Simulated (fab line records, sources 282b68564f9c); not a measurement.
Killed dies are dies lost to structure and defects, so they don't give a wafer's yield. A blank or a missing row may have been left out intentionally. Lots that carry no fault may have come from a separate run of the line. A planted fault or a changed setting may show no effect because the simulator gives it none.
Comparing a struck lot with a sound one	flow rit-cmos	44 steps out of a route of 202
Sound: these wafers, L534.2, L534.3, L534.5. Wafers L548.1, L548.2, L548.3 were the ones struck. The cause comes at the end.
Order at every step that has rows: each side's tool, ch and its chambers, its first start. Under that, the readings that differ: sound wafers	struck wafers	difference of the means	sigmas: that difference in standard deviations of wafers without a fault.
alike: a reading whose means differ by less than 2 such deviations, as well as words and numbers matching on both sides. not compared: withheld readings; readings where some wafer has no value; bounds like >300 that might hide an equal value; numbers whose values overlap and for which the record gives no deviation.
The two part at a step that has a row with sigmas, a row that says differs or no value, or rows on one side only. When numbers do not overlap yet have no deviation, they are printed without sigmas and do not part them. Lack of a reading on every wafer of one side parts them only where that side has two or more wafers.

first, 3 steps without rows for these wafers: RIT_REOX_CLEAN_01 (cleans in dHF, time 30 s); RIT_REOX_CLEAN_02 (cleans in SC2, time 600 s); RIT_REOX_OXIDATION_03 (target thk 25.2 nm, ox time 5580 s).
RIT_REOX_THK_MEAS_04:
  sound: film-metro-02 at day 3 23:00; struck: film-metro-03 at day 6 21:16
  alike: REOX_OXIDE_THK
then, 6 steps without rows for these wafers: RIT_NLDD_HMDS_00 (prime time 60 s); RIT_NLDD_COAT_01 (resist thk 1000 nm); RIT_NLDD_SOFTBAKE_02 (time 60 s); RIT_NLDD_EXPOSE_03 (exposes mask M7, target cd 40700 nm); RIT_NLDD_PEB_04; RIT_NLDD_DEVELOP_05 (develop time 50 s).
RIT_NLDD_OVL_MEAS_06:
  sound: overlay-01 at day 4 00:02; struck: overlay-02 at day 6 22:11
  alike: NLDD_OVL
then, 1 step without rows for these wafers: RIT_NLDD_HARDBAKE_07 (time 60 s).
RIT_NLDD_IMPLANT_08:
  sound on implanter-02 ch 0, day 4 00:14; struck on implanter-02 ch 0, day 6 22:22
reading	sound	struck	difference	sigmas
dose-ions-cm2	5.001e+14 4.999e+14 5.003e+14	7.993e+14 8.001e+14 8e+14	+2.997e+14	+99 or more
end-station-pressure-torr (Torr)	5.6e-06 6.2e-06 6e-06	7.1e-06 6.9e-06 7.4e-06	+1.2e-06	+4
faraday-current-uA	1570 1574 1567	2444 2488 2521	+914	+28
RIT_NLDD_STRIP_09: strips in O2, time 180 s.
  sound on plasma-asher-02 ch 0,1, day 4 00:22; struck on plasma-asher-01 ch 0,1, day 6 22:31
  alike: drypump-motor-current-A
  not compared: rf-hours-counter-h
RIT_NLDD_TW_MEAS_10:
  sound: film-metro-03 at day 4 00:33; struck: film-metro-04 at day 6 22:41
reading	sound	struck	difference	sigmas
NLDD_TW	2499 2491 2483	2784 2771 2778	+287	+14
then, 6 steps without rows for these wafers: RIT_PLDD_HMDS_00 (prime time 60 s); RIT_PLDD_COAT_01 (resist thk 1000 nm); RIT_PLDD_SOFTBAKE_02 (time 60 s); RIT_PLDD_EXPOSE_03 (exposes mask M8, target cd 40900 nm); RIT_PLDD_PEB_04; RIT_PLDD_DEVELOP_05 (develop time 50 s).
RIT_PLDD_OVL_MEAS_06:
  sound: overlay-02 at day 4 01:27; struck: overlay-02 at day 6 23:44
  alike: PLDD_OVL
then, 2 steps without rows for these wafers: RIT_PLDD_HARDBAKE_07 (time 60 s); RIT_PLDD_IMPLANT_08.
RIT_PLDD_STRIP_09: strips in O2, time 180 s.
  sound on plasma-asher-02 ch 0, day 4 01:47; struck on plasma-asher-04 ch 0,1, day 7 00:04
  alike: drypump-motor-current-A
  not compared: rf-hours-counter-h
RIT_PLDD_TW_MEAS_10:
  sound: film-metro-03 at day 4 01:58; struck: film-metro-03 at day 7 00:14
  alike: PLDD_TW
then, 4 steps without rows for these wafers: RIT_SPACER_CLEAN_00 (cleans in SC1, time 600 s); RIT_SPACER_CLEAN_01 (cleans in dHF, time 30 s); RIT_SPACER_CLEAN_02 (cleans in SC2, time 600 s); RIT_SPACER_CVD_03 (deposits Si3N4 from SiH2Cl2/NH3, target thk 250 nm, time 3300 s).
RIT_SPACER_THK_MEAS_04:
  sound: film-metro-01 at day 4 04:19; struck: film-metro-01 at day 7 02:35
  alike: SPACER_NITRIDE_THK
RIT_SPACER_ETCHBACK_05: etches Si3N4 in SF6/CHF3, stops on SiO2, target depth 250 nm, time 240 s.
  sound on rie-diel-04 ch 2,3, day 4 04:22; struck on rie-diel-01 ch 0,2,3, day 7 02:38
  alike: SF6_flow_sccm, drypump-motor-current-A, oes-product-au, rf-fwd-power-W, throttle-valve-pct
  not compared: rf-hours-counter-h
then, 6 steps without rows for these wafers: RIT_NSD_HMDS_00 (prime time 60 s); RIT_NSD_COAT_01 (resist thk 1000 nm); RIT_NSD_SOFTBAKE_02 (time 60 s); RIT_NSD_EXPOSE_03 (exposes mask M9, target cd 40700 nm); RIT_NSD_PEB_04; RIT_NSD_DEVELOP_05 (develop time 50 s).
RIT_NSD_OVL_MEAS_06:
  sound: overlay-02 at day 4 05:22; struck: overlay-01 at day 7 03:39
  alike: NSD_OVL
then, 2 steps without rows for these wafers: RIT_NSD_HARDBAKE_07 (time 60 s); RIT_NSD_IMPLANT_08.
RIT_NSD_STRIP_09: strips in O2, time 180 s.
  sound on plasma-asher-04 ch 0,1, day 4 05:42; struck on plasma-asher-03 ch 0,1, day 7 03:59
  alike: drypump-motor-current-A
  not compared: rf-hours-counter-h
RIT_SDANNEAL_RS_MEAS_07: measures by four-point-probe.
  sound: film-metro-03 at day 4 08:11; struck: film-metro-03 at day 7 06:34
reading	sound	struck	difference	sigmas
NLDD_RS (ohm/sq)	151.5 151.9 151.8	104.0 104.1 103.9	-47.7	-92
RIT_M1_PROBE_99:
  sound: prober-01 at day 4 16:50; struck: prober-02 at day 7 13:43
reading	sound	struck	difference	sigmas
model.etest.nmos_0p3.r-on-ohm-um	2184 2129 2175	1996 2000 1996	-165	
model.etest.nmos_0p15.r-on-ohm-um	1156 1099 1111	966.4 981.9 985.3	-144.1	
model.etest.nldd.rs-ohm-sq	388.2 394.3 391.2	250.5 254.8 255.1	-137.8	
model.etest.nmos-turned.drive-ua-um	317.1 323.6 319.8	419.6 401.1 407.4	+89.2	
model.etest.nmos_0p15.drive-ua-um	456.6 478.8 469.1	517.5 502.3 505.9	+40.4	
model.etest.nldd.line-ohm-um	123.5 125.4 123.9	77.03 80.26 80.46	-45.02	
model.etest.nmos-narrow.drive-ua-um	223.6 226.8 221.4	241.4 236 240.2	+15.3	
model.etest.nmos_0p3.drive-ua-um	221.1 225.4 220.8	239.3 234.6 237.7	+14.8	
  alike: killed_at_M0_to_M3, killed-at-front-end, killed-dies, killed-open, killed-short

WHERE THEY PART
First at RIT_NLDD_IMPLANT_08; last, within this record, at RIT_SDANNEAL_RS_MEAS_07. Later steps at which nothing parts them and some readings are alike: RIT_M1_PROBE_99.

WHY: what had been put in by the simulator
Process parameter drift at RIT_NLDD_IMPLANT_08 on implanter-02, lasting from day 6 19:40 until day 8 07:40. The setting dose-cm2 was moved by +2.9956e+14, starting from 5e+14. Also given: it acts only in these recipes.
